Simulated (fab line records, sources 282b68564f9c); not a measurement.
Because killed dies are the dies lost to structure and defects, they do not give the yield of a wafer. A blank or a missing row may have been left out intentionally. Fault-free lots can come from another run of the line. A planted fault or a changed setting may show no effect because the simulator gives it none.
fab line records	flow ritCmos
[record] lots = 6	wafers = 18	lastDay = 8
route steps=202 shown SILICIDE@167 CONTACT@168 M1@202
lots untouched by any fault: they come from a run of this same line in which no faults occurred
startH: hours from the record's first day to the start of the lot's first wafer shown	waitH: hours since the lot's step before	" the same as in the row above	L1.1+2: a single row standing in for several wafers	- no value, or no start given	* or withheld: withheld	< > ~ a bound
route shown NAME@n: a module of which the file shows steps, and the number in the route of the first	usual: mean/standard deviation of fault-free wafers	same: alike in all rows	chamber/n: place in a boat	sites: the reading at each site	_std_site: the values' standard deviation	_edge_site: inner sites' mean taken away from outer sites' mean	radiusMm: how far each site lies from the wafer's centre	mask NAME#n: copy n	behind: the most recent tool/chamber to have shaped the wafer	hold: why the lot went on hold/how many hours it stayed there/how the hold came to an end	device: the transistor (n, p or np) that didn't switch	end of line: tests run on the same wafers once the route is complete	for a step that has no rows: nothing shown but its recipe	killed: dies lost to structure and defects at the first sort, not the wafer's yield	map: per-die view of a wafer (x killed, . not killed, _ where there is no die)
set.NAME: the setting that was run; set.NAME@STEP: the one run at that earlier step	model.NAME: the simulator's own value behind a step, which no gauge read
lots at selected steps of the route; one table per step, one row per wafer
services: when a tool's chamber went out of use (startH, in hours from the record's first day, below 0 if earlier), for how many hours, and the reason
[[steps]]
[step RIT_SILICIDE_RTA_06]
[recipe] tempC = 750	timeS = 10	idleTempC = 25	rampUpS = 5	rampDownS = 10	coolToC = 25	ambient = N2
[usual] wafer_temp_C_max = 754.1/1.5
lot.wafer	tool	chamber	startH	waitH	wafer_temp_C_max
L783.3	rtpAnneal-02	0	99.16	0.0	754.6
L783.4	"	0	"	"	756.2
L783.5	"	0	"	"	756.6
L784.1	rtpAnneal-01	0	104.36	0.0	753.1
L784.4	"	0	"	"	753.2
L784.6	"	0	"	"	753.3
L788.2	rtpAnneal-01	0	122.51	0.0	752.9
L788.4	"	0	"	"	752.5
L788.6	"	0	"	"	751.9
L789.1	rtpAnneal-01	0	137.65	0.0	752.8
L789.5	"	0	"	"	752.7
L789.6	"	0	"	"	754.0
L796.2	rtpAnneal-01	0	175.24	0.0	753.2
L796.5	"	0	"	"	753.1
L796.6	"	0	"	"	753.2
L798.1	rtpAnneal-02	0	188.05	0.0	753.9
L798.2	"	0	"	"	754.8
L798.6	"	0	"	"	755.7
[step RIT_CONTACT_CVD_00]
[recipe] material = SiO2	targetThkNm = 400	precursor = TEOS	tempC = 390	timeS = 61	rfW = 400
[usual] heaterPowerW = 302/42
lot.wafer	tool	chamber	startH	waitH	heaterPowerW
L783.3	pecvd-02	2	99.20	0.0	329
L783.4	"	0	"	"	321
L783.5	"	2	"	"	238
L784.1	pecvd-01	1	104.43	0.1	320
L784.4	"	0	"	"	303
L784.6	"	1	"	"	339
L788.2	pecvd-03	0	122.56	0.0	273
L788.4	"	2	"	"	403
L788.6	"	1	"	"	260
L789.1	pecvd-01	0	137.71	0.1	305
L789.5	"	0	"	"	312
L789.6	"	1	"	"	261
L796.2	pecvd-01	1	175.29	0.0	309
L796.5	"	1	"	"	319
L796.6	"	2	"	"	270
L798.1	pecvd-01	2	188.12	0.1	262
L798.2	"	1	"	"	343
L798.6	"	1	"	"	337
[step RIT_CONTACT_THK_MEAS_01]
[recipe] reads = SiO2_of_CONTACT_CVD_00
[usual] CONTACT_TEOS_THK = 401/4.7
lot.wafer	tool	chamber	startH	waitH	CONTACT_TEOS_THK[nm]
L783.3	filmMetro-03	-	99.27	0.0	394
L783.4	"	-	"	"	401
L783.5	"	-	"	"	404
L784.1	filmMetro-03	-	104.48	0.0	395
L784.4	"	-	"	"	407
L784.6	"	-	"	"	404
L788.2	filmMetro-03	-	122.62	0.0	400
L788.4	"	-	"	"	401
L788.6	"	-	"	"	403
L789.1	filmMetro-03	-	137.76	0.0	404
L789.5	"	-	"	"	407
L789.6	"	-	"	"	401
L796.2	filmMetro-03	-	175.35	0.0	398
L796.5	"	-	"	"	407
L796.6	"	-	"	"	404
L798.1	filmMetro-02	-	188.17	0.0	395
L798.2	"	-	"	"	397
L798.6	"	-	"	"	400
[step RIT_CONTACT_HMDS_02]
[recipe] primeTimeS = 60	primeTempC = 140
[step RIT_CONTACT_COAT_03]
[recipe] resist = NOVOLAK	spinRpm = 3250	resistThkNm = 1000
[step RIT_CONTACT_SOFTBAKE_04]
[recipe] resist = NOVOLAK	tempC = 90	timeS = 60
[step RIT_CONTACT_EXPOSE_05]
[recipe] maskId = M11	na = 0.6	sourceShape = conventional	sigmaOuter = 0.5	targetCdNm = 1000	doseMj = 250
[step RIT_CONTACT_PEB_06]
[recipe] resist = NOVOLAK	tempC = withheld	timeS = withheld
[step RIT_CONTACT_DEVELOP_07]
[recipe] resist = NOVOLAK	developTimeS = 120	devTempC = 23
[step RIT_CONTACT_CD_MEAS_08]
[recipe] targetCdNm = 1000
[usual] cdNm = 998.9/2.6
lot.wafer	tool	chamber	startH	waitH	cdNm
L783.3	cdSem-02	-	100.44	-	999.6
L783.4	"	-	"	"	1002.1
L783.5	"	-	"	"	1000.5
L784.1	cdSem-02	-	105.51	-	997.4
L784.4	"	-	"	"	996.5
L784.6	"	-	"	"	997.3
L788.2	cdSem-02	-	123.78	-	996.9
L788.4	"	-	"	"	996.6
L788.6	"	-	"	"	996.5
L789.1	cdSem-01	-	138.92	-	994.3
L789.5	"	-	"	"	994.0
L789.6	"	-	"	"	994.6
L796.2	cdSem-01	-	176.39	-	1001.5
L796.5	"	-	"	"	1001.8
L796.6	"	-	"	"	1002.0
L798.1	cdSem-02	-	189.32	-	999.7
L798.2	"	-	"	"	998.4
L798.6	"	-	"	"	999.4
[step RIT_CONTACT_OVL_MEAS_09]
[usual] CONTACT_OVL = -1.1/1.4
lot.wafer	tool	chamber	startH	waitH	CONTACT_OVL[nm]
L783.3	overlay-01	-	100.53	0.1	-0.2
L783.4	"	-	"	"	-1.6
L783.5	"	-	"	"	-1.2
L784.1	overlay-02	-	105.63	0.1	-2.3
L784.4	"	-	"	"	-3.4
L784.6	"	-	"	"	-3.6
L788.2	overlay-02	-	123.89	0.1	-4.7
L788.4	"	-	"	"	-2.4
L788.6	"	-	"	"	-2.7
L789.1	overlay-02	-	139.04	0.1	-1.3
L789.5	"	-	"	"	-3.7
L789.6	"	-	"	"	-2.1
L796.2	overlay-02	-	176.50	0.1	-1.9
L796.5	"	-	"	"	-1.7
L796.6	"	-	"	"	-0.3
L798.1	overlay-01	-	189.44	0.1	-0.3
L798.2	"	-	"	"	-3.0
L798.6	"	-	"	"	-1.9
[step RIT_CONTACT_HARDBAKE_10]
[recipe] resist = NOVOLAK	tempC = 140	timeS = 60
[step RIT_CONTACT_ETCH_11]
[recipe] targetDepthA = 4800	overEtchFrac = 0.2	stopOn = TiSi2	chemistry = CHF3/CF4/Ar	target = SiO2	CHF3_flow_sccm = 50	cf4FlowSccm = 10	Ar_flow_sccm = 100	O2_flow_sccm = 5	pressureMtorr = 100	rfW = 200	timeS = 320
[usual] drypumpMotorCurrentA = 5.9/0.5	oesProductAu = 0.985/0.013	throttleValvePct = 8.88/0.13
lot.wafer	tool	chamber	startH	waitH	drypumpMotorCurrentA	oesProductAu	rfHoursCounterH	throttleValvePct	model.NOVOLAK_of_CONTACT_COAT_03.thkNm
L783.3	rieDiel-04	0	100.79	0.1	5.7	0.984	37	8.65	772
L783.4	"	3	"	"	5.6	0.974	58	9.02	769.5
L783.5	"	1	"	"	5.3	0.995	-	8.87	767
L784.1	rieDiel-02	1	105.82	0.1	5.9	0.983	142	9.05	768.8
L784.4	"	0	"	"	5.9	0.975	87	8.72	768.4
L784.6	"	1	"	"	5.9	0.990	-	9.05	768.6
L788.2	rieDiel-02	2	124.07	0.1	5.5	0.990	7	8.65	727.8
L788.4	"	3	"	"	6.6	0.955	50	8.92	730.2
L788.6	"	2	"	"	5.5	0.992	-	8.65	723.3
L789.1	rieDiel-02	3	139.22	0.1	6.6	0.953	51	8.93	732.1
L789.5	"	2	"	"	5.4	0.997	-	8.64	725.5
L789.6	"	3	"	"	6.6	0.958	-	8.91	728.6
L796.2	rieDiel-01	1	176.68	0.1	6.3	1.005	94	8.80	768.3
L796.5	"	1	"	"	6.3	0.996	-	8.79	767.3
L796.6	"	2	"	"	5.0	0.980	-	8.82	763.8
L798.1	rieDiel-01	3	189.81	0.1	5.8	0.995	56	8.95	765.1
L798.2	"	0	"	"	6.3	0.987	4	8.93	774.5
L798.6	"	2	"	"	5.0	0.981	-	8.82	761.4
[step RIT_CONTACT_STRIP_12]
[recipe] chemistry = O2	timeS = 180	resist = NOVOLAK	platenTempC = withheld	powerW = 500	pressureMtorr = 4000	o2FlowSccm = 4000
[usual] drypumpMotorCurrentA = 5.8/0.6
lot.wafer	tool	chamber	startH	waitH	drypumpMotorCurrentA	rfHoursCounterH
L783.3	plasmaAsher-03	0	101.04	0.2	6.3	-
L783.4	"	1	"	"	5.0	-
L783.5	"	0	"	"	6.3	-
L784.1	plasmaAsher-03	1	106.02	0.1	5.0	32
L784.4	"	1	"	"	5.0	-
L784.6	"	1	"	"	5.0	-
L788.2	plasmaAsher-04	0	124.26	0.1	5.4	47
L788.4	"	0	"	"	5.4	-
L788.6	"	1	"	"	6.1	-
L789.1	plasmaAsher-03	0	139.42	0.1	6.3	35
L789.5	"	1	"	"	5.0	-
L789.6	"	0	"	"	6.3	-
L796.2	plasmaAsher-02	0	176.87	0.1	6.6	53
L796.5	"	0	"	"	6.6	-
L796.6	"	1	"	"	5.5	-
L798.1	plasmaAsher-02	1	190.01	0.1	5.4	54
L798.2	"	0	"	"	6.6	54
L798.6	"	0	"	"	6.6	-
[step RIT_M1_PROBE_99]
[usual] killed_at_M0_to_M3 = 0.0/0.083	killedAtContacts = 0.1/0.24	killedAtFrontEnd = 7/3.1	killedDies = 7/3.1	killedOpen = 3.3/1.9	killedShort = 3.9/2.1
[same] grossDies = 264	killed_at_M4_up = 0	killedAtBackSide = 0	killedAtOther = 0
lot.wafer	tool	chamber	startH	waitH	killed_at_M0_to_M3	killedAtContacts	killedAtFrontEnd	killedDies	killedOpen	killedShort	model.etest.nmos_0p15.junctionLog10AUm	model.etest.nmosNarrow.offLog10AUm	model.etest.nmos_0p3.offLog10AUm	model.etest.gateEndArray.leakLog10AUm	model.etest.pmos_0p15.junctionLog10AUm	model.etest.contactDiodeArray.leakLog10A	model.etest.antennaContact.gateLog10ACm2	model.etest.pmos_0p3.offLog10AUm
L783.3	prober-01	-	105.88	0.2	0	0	9	9	4	5	-13.69	-13.19	-13.1	-12.84	-13.73	-9.537	-6.129	-12.85
L783.4	prober-01	-	105.93	0.2	0	0	6	6	1	5	-13.59	-13.18	-13.04	-12.79	-13.75	-9.591	-5.788	-12.68
L783.5	prober-01	-	105.98	0.2	0	0	12	12	6	6	-13.6	-13.28	-13.02	-12.83	-13.82	-9.566	-6.393	-12.9
L784.1	prober-02	-	110.97	0.1	0	0	6	6	4	2	-13.36	-13.12	-13.1	-12.93	-13.77	-9.48	-6.192	-12.74
L784.4	prober-02	-	111.12	0.2	0	0	3	3	0	3	-13.63	-13.23	-13.09	-12.87	-13.79	-9.294	-6.687	-13.03
L784.6	prober-02	-	111.22	0.2	1	0	7	8	3	5	-13.52	-13.23	-13.02	-12.93	-13.75	-9.455	-6.423	-12.91
L788.2	prober-02	-	128.97	0.1	0	0	6	6	4	2	-11.71	-11.7	-11.7	-11.55	-12.68	-8.496	-6.27	-12.57
L788.4	prober-02	-	129.07	0.2	0	0	7	7	6	1	-11.64	-11.63	-11.63	-11.46	-12.62	-8.492	-6.474	-12.47
L788.6	prober-02	-	129.17	0.2	0	0	6	6	3	3	-11.77	-11.78	-11.77	-11.54	-12.74	-8.445	-5.957	-12.54
L789.1	prober-02	-	145.22	0.1	0	0	1	1	1	0	-11.75	-11.74	-11.73	-11.52	-12.72	-8.368	-5.782	-12.52
L789.5	prober-02	-	145.42	0.2	0	0	7	7	2	5	-11.74	-11.73	-11.73	-11.53	-12.7	-8.464	-5.363	-12.47
L789.6	prober-02	-	145.47	0.2	0	0	8	8	5	3	-11.6	-11.59	-11.59	-11.36	-12.57	-8.202	-5.604	-12.43
L796.2	prober-02	-	181.96	0.1	0	0	2	2	1	1	-13.61	-13.26	-12.91	-12.73	-13.76	-9.408	-6.102	-12.84
L796.5	prober-02	-	182.11	0.2	0	0	6	6	0	6	-13.53	-13.12	-12.95	-12.79	-13.7	-9.572	-6.222	-12.83
L796.6	prober-02	-	182.16	0.2	0	0	6	6	2	4	-13.62	-13.06	-13.02	-12.84	-13.84	-9.25	-5.88	-12.76
L798.1	prober-01	-	195.80	0.1	0	1	10	11	3	8	-13.5	-13.15	-13.11	-12.94	-13.95	-9.512	-6.673	-12.96
L798.2	prober-01	-	195.85	0.1	0	0	8	8	4	4	-13.42	-13.16	-13	-12.92	-13.8	-9.579	-6.754	-13.09
L798.6	prober-01	-	196.05	0.2	0	0	13	13	7	6	-13.56	-13.11	-13.07	-12.91	-13.82	-9.441	-6.902	-13.1
// killed by level:class
L783.3 GATE:geometricParticle:open=2 GATE:geometricParticle:short=2 FOX2:geometricParticle:short=1 REOX:geometricParticle:short=1 SPACER:geometricParticle:open=1 SILICIDE:geometricParticle:open=1 SILICIDE:geometricParticle:short=1
L783.4 REOX:geometricParticle:short=3 GATE:geometricParticle:short=2 SILICIDE:geometricParticle:open=1
L783.5 GATE:geometricParticle:open=5 GATE:geometricParticle:short=2 REOX:geometricParticle:short=2 FOX2:geometricParticle:short=1 SPACER:geometricParticle:open=1 SILICIDE:geometricParticle:short=1
L784.1 FOX1:geometricParticle:open=2 GATE:geometricParticle:short=2 GATE:geometricParticle:open=1 SPACER:geometricParticle:open=1
L784.4 SILICIDE:geometricParticle:short=2 GATE:geometricParticle:short=1
L784.6 GATE:geometricParticle:short=2 SILICIDE:geometricParticle:open=2 FOX1:geometricParticle:open=1 FOX2:geometricParticle:short=1 SILICIDE:geometricParticle:short=1 M1:geometricParticle:short=1
L788.2 GATE:geometricParticle:open=3 FOX1:geometricParticle:open=1 GATE:geometricParticle:short=1 SPACER:geometricParticle:short=1
L788.4 FOX1:geometricParticle:open=3 FOX1:geometricParticle:short=1 GATE:geometricParticle:open=1 SPACER:geometricParticle:open=1 SILICIDE:geometricParticle:open=1
L788.6 GATE:geometricParticle:open=2 GATE:geometricParticle:short=2 FOX1:geometricParticle:open=1 SPACER:geometricParticle:short=1
L789.1 GATE:geometricParticle:open=1
L789.5 REOX:geometricParticle:short=3 GATE:geometricParticle:open=2 GATE:geometricParticle:short=1 SILICIDE:geometricParticle:short=1
L789.6 FOX2:geometricParticle:open=2 SPACER:geometricParticle:short=2 SPACER:geometricParticle:open=2 FOX2:geometricParticle:short=1 REOX:geometricParticle:open=1
L796.2 FOX2:geometricParticle:short=1 REOX:geometricParticle:open=1
L796.5 GATE:geometricParticle:short=4 FOX1:geometricParticle:short=1 FOX2:geometricParticle:short=1
L796.6 FOX1:geometricParticle:short=2 REOX:geometricParticle:short=2 FOX1:geometricParticle:open=1 FOX2:geometricParticle:open=1
L798.1 GATE:geometricParticle:short=5 GATE:geometricParticle:open=2 FOX2:geometricParticle:short=1 SPACER:geometricParticle:short=1 SILICIDE:geometricParticle:short=1 CONTACT:geometricParticle:open=1
L798.2 GATE:geometricParticle:open=3 GATE:geometricParticle:short=2 FOX1:geometricParticle:short=1 SPACER:geometricParticle:open=1 SPACER:geometricParticle:short=1
L798.6 GATE:geometricParticle:open=7 FOX1:geometricParticle:short=3 GATE:geometricParticle:short=2 FOX2:geometricParticle:short=1
[[services]]
tool	chamber	startH	hours	kind
pecvd-01	1	87.03	5.3	repair
plasmaAsher-02	-	92.16	14.6	pm
pecvd-03	2	92.85	4.0	repair
rieDiel-04	2	107.10	10.3	repair
pecvd-01	1	109.23	23.4	repair
plasmaAsher-03	-	112.93	2.7	repair
rieDiel-02	2	115.89	2.3	repair
plasmaAsher-04	-	116.94	2.9	repair
pecvd-01	-	124.83	0.5	repair
rieDiel-01	-	162.48	0.3	repair
plasmaAsher-04	-	167.00	0.6	repair
plasmaAsher-02	-	168.22	6.6	repair
rieDiel-02	1	184.99	-	clean
rieDiel-04	0	185.98	9.4	repair
rieDiel-01	-	187.61	1.2	repair
rieDiel-02	-	188.65	2.8	pm
[[key]]
firstSign none at tools or gauges
[modelEffect] step = RIT_CONTACT_ETCH_11	value = NOVOLAK_of_CONTACT_COAT_03.thkNm	without = 771.7	struck = 727.9
[modelEffect] step = RIT_M1_PROBE_99	value = etest.nmos_0p15.junctionLog10AUm	without = -13.55	struck = -11.7
metAt RIT_CONTACT_ETCH_11
struckWafers L788.2,L788.4,L788.6,L789.1,L789.5,L789.6
testerLeftOut L788,L789
onsetBetween 105.82 124.07
[fault] kind = processParameterDrift	tool = rieDiel-02	chamber = -	onsetH = 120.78	steps = RIT_CONTACT_ETCH_11	channel = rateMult	offset = 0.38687	shape = step	endH = 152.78
// testerLeftOut: of these lots the tester's yield and bins aren't shown, on N5 and GAA mostly nor the transistor test; their killed dies are dies lost to structure and defects alone, not to doping, threshold or leakage, so they don't give the yield
